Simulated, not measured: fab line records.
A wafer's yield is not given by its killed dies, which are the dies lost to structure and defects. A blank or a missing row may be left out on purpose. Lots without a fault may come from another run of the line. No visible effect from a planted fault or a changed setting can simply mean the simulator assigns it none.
Matching of chambers || flow berkeley-cmos170 || 4 sister chambers for UCB170_ZERO_ETCH_06 on rie-diel-03
The step etches SiO2 in CHF3/CF4/Ar, time 12 s. 8 wafers are shown with their chamber, then 7 later ones without.

== EACH WAFER AND ITS CHAMBER ==
{"wafer": "L364.1", "chamber": 2, "drypump-motor-current-A (A)": 6.0, "throttle-valve-pct (%)": 9.25}
{"wafer": "L368.1", "chamber": 0, "drypump-motor-current-A (A)": 6.7, "throttle-valve-pct (%)": 9.32}
{"wafer": "L368.2", "chamber": 3, "drypump-motor-current-A (A)": 5.1, "throttle-valve-pct (%)": 9.27}
{"wafer": "L372.1", "chamber": 2, "drypump-motor-current-A (A)": 6.0, "throttle-valve-pct (%)": 9.27}
{"wafer": "L372.2", "chamber": 3, "drypump-motor-current-A (A)": 5.1, "throttle-valve-pct (%)": 9.30}
{"wafer": "L372.3", "chamber": 1, "drypump-motor-current-A (A)": 5.7, "throttle-valve-pct (%)": 9.38}
{"wafer": "L377.1", "chamber": 0, "drypump-motor-current-A (A)": 6.8, "throttle-valve-pct (%)": 9.30}
{"wafer": "L377.2", "chamber": 1, "drypump-motor-current-A (A)": 5.7, "throttle-valve-pct (%)": 9.36}

== WAFERS WHOSE CHAMBER IS MISSING ==
{"wafer": "L377.3", "drypump-motor-current-A (A)": 5.2, "throttle-valve-pct (%)": 9.28}
{"wafer": "L379.1", "drypump-motor-current-A (A)": 5.1, "throttle-valve-pct (%)": 9.28}
{"wafer": "L379.2", "drypump-motor-current-A (A)": 5.7, "throttle-valve-pct (%)": 9.38}
{"wafer": "L379.5", "drypump-motor-current-A (A)": 5.1, "throttle-valve-pct (%)": 9.30}
{"wafer": "L385.1", "drypump-motor-current-A (A)": 6.0, "throttle-valve-pct (%)": 9.25}
{"wafer": "L385.4", "drypump-motor-current-A (A)": 5.1, "throttle-valve-pct (%)": 9.28}
{"wafer": "L385.5", "drypump-motor-current-A (A)": 6.7, "throttle-valve-pct (%)": 9.31}

== EACH ONE'S CHAMBER ==
{"wafer": "L377.3", "from the rows above": 3, "in truth": 3}
{"wafer": "L379.1", "from the rows above": 3, "in truth": 3}
{"wafer": "L379.2", "from the rows above": 1, "in truth": 1}
{"wafer": "L379.5", "from the rows above": 3, "in truth": 3}
{"wafer": "L385.1", "from the rows above": 2, "in truth": 2}
{"wafer": "L385.4", "from the rows above": 3, "in truth": 3}
{"wafer": "L385.5", "from the rows above": 0, "in truth": 0}
Correctly placed: 7 of 7. Not placeable from these rows: 0. Placed wrongly: 0.
How it was worked out, from the rows above alone: a wafer's distance from a chamber is the root of the sum, over the readings, of the square of ((its reading less the chamber's mean) divided by the reading's scatter). The wafer belongs to the nearest chamber; if the next one is less than 2 further off, it can't be placed. The mean given for a chamber averages the wafers shown for that chamber. The scatter: the root of (the sum of the squares of (reading less its chamber's mean) over the shown wafers, divided by (wafers less chambers)).
